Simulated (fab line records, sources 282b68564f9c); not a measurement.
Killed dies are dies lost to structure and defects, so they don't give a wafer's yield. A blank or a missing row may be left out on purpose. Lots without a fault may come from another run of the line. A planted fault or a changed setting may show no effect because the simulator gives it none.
Which tool did it? | flow rit_cmos | 14 lots, 42 wafers sampled, at 6 steps of a route of 202

WHAT THE GAUGES READ, wafer by wafer
RIT_ACTIVE_BOW_MEAS_00.
lot  | measured    | on            | INCOMING_BOW (um)
L581 | day 1 10:01 | film_metro-02 | 7 -10 13
L582 | day 1 15:01 | film_metro-04 | -2 7 -3
L583 | day 1 20:00 | film_metro-02 | -3 4 3
L584 | day 2 01:01 | film_metro-02 | 2 3 1
L585 | day 2 06:01 | film_metro-04 | -15 -3 4
L586 | day 2 11:02 | film_metro-04 | 2 3 6
L588 | day 2 21:01 | film_metro-04 | -10 5 -4
L589 | day 3 02:00 | film_metro-02 | 3 9 3
L590 | day 3 07:04 | film_metro-02 | -2 -11 -2
L591 | day 3 12:02 | film_metro-02 | 5 -6 20
L595 | day 4 08:02 | film_metro-02 | -10 -8 -8
L598 | day 4 23:00 | film_metro-02 | 11 3 -1
L600 | day 5 09:00 | film_metro-02 | -4 15 2
L603 | day 6 00:00 | film_metro-03 | 4 5 10

RIT_ACTIVE_THK_MEAS_04.
lot  | measured    | on            | ACTIVE_NITRIDE_THK (nm)
L581 | day 1 13:50 | film_metro-02 | 151.7 152.5 151.8
L582 | day 1 19:20 | film_metro-04 | 148.4 147.8 148.1
L583 | day 2 00:20 | film_metro-04 | 148.8 150.4 149.8
L584 | day 2 05:15 | film_metro-04 | 148.5 149.6 148.1
L585 | day 2 10:16 | film_metro-04 | 150.4 150.4 151.3
L586 | day 2 15:32 | film_metro-04 | 148.6 148.5 148.7
L588 | day 3 03:02 | film_metro-04 | 149.4 149.4 149.2
L589 | day 3 07:16 | film_metro-04 | 147.0 148.6 148.2
L590 | day 3 11:16 | film_metro-02 | 254.1 253.9 253.0
L591 | day 3 15:40 | film_metro-02 | 149.3 149.1 150.2
L595 | day 4 12:36 | film_metro-03 | 252.2 254.2 251.7
L598 | day 5 02:32 | film_metro-02 | 151.1 149.9 151.0
L600 | day 5 12:32 | film_metro-03 | 146.9 147.6 147.6
L603 | day 6 04:14 | film_metro-04 | 151.2 150.5 151.7

RIT_FOX1_THK_MEAS_01.
lot  | measured    | on            | FOX1_OXIDE_THK (nm)
L581 | day 1 18:28 | film_metro-02 | 354 357 356
L582 | day 1 22:50 | film_metro-02 | 350 351 352
L583 | day 2 03:58 | film_metro-01 | 355 356 359
L584 | day 2 09:31 | film_metro-02 | 347 345 347
L585 | day 2 13:40 | film_metro-02 | 357 358 361
L586 | day 2 18:50 | film_metro-02 | 347 352 355
L588 | day 3 07:25 | film_metro-01 | 347 346 347
L589 | day 3 11:19 | film_metro-01 | 333 342 344
L591 | day 3 19:14 | film_metro-03 | 349 345 345
L598 | day 5 06:47 | film_metro-02 | 358 356 351
L600 | day 5 16:15 | film_metro-01 | 350 353 353
L603 | day 6 08:40 | film_metro-01 | 347 339 343

RIT_PWELL_TW_MEAS_10.
lot  | measured    | on            | PWELL_TW
L581 | day 2 00:08 | film_metro-01 | 946 949 946
L582 | day 2 04:32 | film_metro-01 | 949 951 950
L583 | day 2 09:28 | film_metro-01 | 949 948 949
L584 | day 2 16:12 | film_metro-01 | 950 950 947
L585 | day 2 19:23 | film_metro-01 | 946 943 949
L586 | day 3 00:33 | film_metro-02 | 937 934 931
L588 | day 3 13:22 | film_metro-01 | 950 947 951
L589 | day 3 16:55 | film_metro-02 | 936 936 936
L591 | day 4 00:59 | film_metro-02 | 928 928 931
L598 | day 5 12:38 | film_metro-01 | 950 949 946
L600 | day 5 21:58 | film_metro-02 | 928 933 929
L603 | day 6 14:37 | film_metro-02 | 942 939 938

WHICH TOOL RAN EACH LOT (tool, then ch and the chambers of the sampled wafers, then the start)
lot  | RIT_ACTIVE_CVD_03          | RIT_ACTIVE_ETCH_13
L581 | lpcvd-01 ch 1, day 1 12:24 | rie_diel-04 ch 0,2,3, day 1 15:07
L582 | lpcvd-02 ch 1, day 1 17:13 | rie_diel-01 ch 0,1,2, day 1 20:31
L583 | lpcvd-02 ch 1, day 1 22:13 | rie_diel-04 ch 0,1,2, day 2 01:31
L584 | lpcvd-02 ch 0, day 2 03:07 | rie_diel-03 ch 0,1,3, day 2 06:28
L585 | lpcvd-01 ch 1, day 2 08:07 | rie_diel-03 ch 1,3, day 2 11:33
L586 | lpcvd-02 ch 0, day 2 14:06 | rie_diel-01 ch 0,1,3, day 2 16:42
L588 | lpcvd-02 ch 0, day 3 00:54 | rie_diel-01 ch 0,1, day 3 04:28
L589 | lpcvd-01 ch 0, day 3 05:09 | rie_diel-03 ch 0,1, day 3 08:35
L590 | lpcvd-02 ch 0, day 3 09:07 | rie_diel-03 ch 0,1,3, day 3 12:44
L591 | lpcvd-01 ch 0, day 3 14:14 | rie_diel-01 ch 2,3, day 3 16:50
L595 | lpcvd-02 ch 0, day 4 11:10 | rie_diel-03 ch 0,2,3, day 4 13:46
L598 | lpcvd-01 ch 0, day 5 01:07 | rie_diel-04 ch 0,2, day 5 03:43
L600 | lpcvd-01 ch 0, day 5 11:07 | rie_diel-01 ch 1,2, day 5 13:43
L603 | lpcvd-01 ch 1, day 6 02:07 | rie_diel-03 ch 0,2,3, day 6 05:25
- RIT_ACTIVE_CVD_03: deposits Si3N4 from SiH2Cl2/NH3, target thk 150 nm, time 1500 s.
- RIT_ACTIVE_ETCH_13: etches Si3N4 in SF6, stops on SiO2, time 210 s, target depth 210 nm.

WHAT THE TOOLS THEMSELVES READ (means of the sampled wafers that have a number; where no wafer has one, the mark that the record gives instead)
RIT_ACTIVE_CVD_03.
lot  | tool     | spike_tc_centre_C (C) | spike_tc_load_C (C) | spike_tc_source_C (C) | susceptor_temp_C (C)
L581 | lpcvd-01 | 815.5                 | 834.4               | 838                   | 810.5
L582 | lpcvd-02 | 814.4                 | 837.1               | 829                   | 809.8
L583 | lpcvd-02 | 814.6                 | 837.2               | 828                   | 810.4
L584 | lpcvd-02 | 812.4                 | 835.7               | 829                   | 810.4
L585 | lpcvd-01 | 813.7                 | 834.5               | 839                   | 809.9
L586 | lpcvd-02 | 811.9                 | 836.9               | 830                   | 810.1
L588 | lpcvd-02 | 811.8                 | 836.8               | 830                   | 809.7
L589 | lpcvd-01 | 814.5                 | 834.1               | 829                   | 809.6
L590 | lpcvd-02 | 850.1                 | 873.6               | 868                   | 848.0
L591 | lpcvd-01 | 814.1                 | 833.4               | 829                   | 809.9
L595 | lpcvd-02 | 850.5                 | 875.5               | 868                   | 848.0
L598 | lpcvd-01 | 814.5                 | 834.3               | 830                   | 809.9
L600 | lpcvd-01 | 813.9                 | 834.8               | 830                   | 810.1
L603 | lpcvd-01 | 814.4                 | 835.2               | 838                   | 810.5

RIT_ACTIVE_ETCH_13.
lot  | tool        | drypump_motor_current_A (A) | oes_product_au (a.u.) | throttle_valve_pct (%)
L581 | rie_diel-04 | 5.7                         | 0.823                 | 7.52
L582 | rie_diel-01 | 5.9                         | 0.801                 | 7.50
L583 | rie_diel-04 | 5.5                         | 0.810                 | 7.49
L584 | rie_diel-03 | 5.7                         | 0.815                 | 7.37
L585 | rie_diel-03 | 5.5                         | 0.822                 | 7.35
L586 | rie_diel-01 | 5.7                         | 0.804                 | 7.53
L588 | rie_diel-01 | 5.6                         | 0.803                 | 7.62
L589 | rie_diel-03 | 5.8                         | 0.825                 | 7.35
L590 | rie_diel-03 | 5.7                         | 0.992                 | 7.38
L591 | rie_diel-01 | 6.2                         | 0.819                 | 7.45
L595 | rie_diel-03 | 6.0                         | 1.012                 | 7.37
L598 | rie_diel-04 | 5.6                         | 0.819                 | 7.55
L600 | rie_diel-01 | 6.2                         | 0.806                 | 7.40
L603 | rie_diel-03 | 6.0                         | 0.828                 | 7.37

THE ANSWER, worked out from the rows above alone
Rule: what is usual is taken from the lots themselves. Put in order of their means at a reading, lots are off if they are a third of the lots or fewer, leave a main group of 4 or more, and stand apart from it by a gap of 3 or more times the standard deviation of the main group's means; of several such gaps the widest counts. A main group whose means are all the same, to the digits that the tables above print for the reading, isn't used. A lot without any number at a reading at which 4 lots or more have one is off too. The other lots that the step has rows for count as sound. The gauges are gone through in route order, then the tools' own readings, and for those a lot's mean is taken as printed above. The first step at which some lot is off is used, and at that step the reading that is off furthest; a lot without a number counts as furthest.
Off: L590, L595, at RIT_ACTIVE_THK_MEAS_04 (ACTIVE_NITRIDE_THK). The main group: mean 149.5 nm, standard deviation 1.4.
A tool fits if, at a process step before that reading, it ran every lot that is off, and no sound lot after the first of them. The gauges at RIT_ACTIVE_THK_MEAS_04 aren't tried: what is off there is off at RIT_ACTIVE_CVD_03 too, on other tools, and a gauge's error can't cause that. One fits: lpcvd-02 at RIT_ACTIVE_CVD_03. Its last sound lot is L588 (day 3 00:54), its first lot that is off L590 (day 3 09:07): a fault that began between those two fits.
The tool's own readings at RIT_ACTIVE_CVD_03 bear it out: on the lots that are off they differ by more than 5 times the standard deviation of the sound lots' means. spike_tc_centre_C reads 850.3 C there against 813.8 C on the sound lots; spike_tc_load_C reads 874.5 C there against 835.4 C on the sound lots; spike_tc_source_C reads 868 C there against 832 C on the sound lots; susceptor_temp_C reads 848.0 C there against 810.1 C on the sound lots.

WHAT THE SIMULATOR HAD PUT IN
Process parameter drift: lpcvd-02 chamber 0, from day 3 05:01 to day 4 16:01, at RIT_ACTIVE_CVD_03. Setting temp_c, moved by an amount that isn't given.
Lots struck among those shown: L590, L595. The rule above found the same.
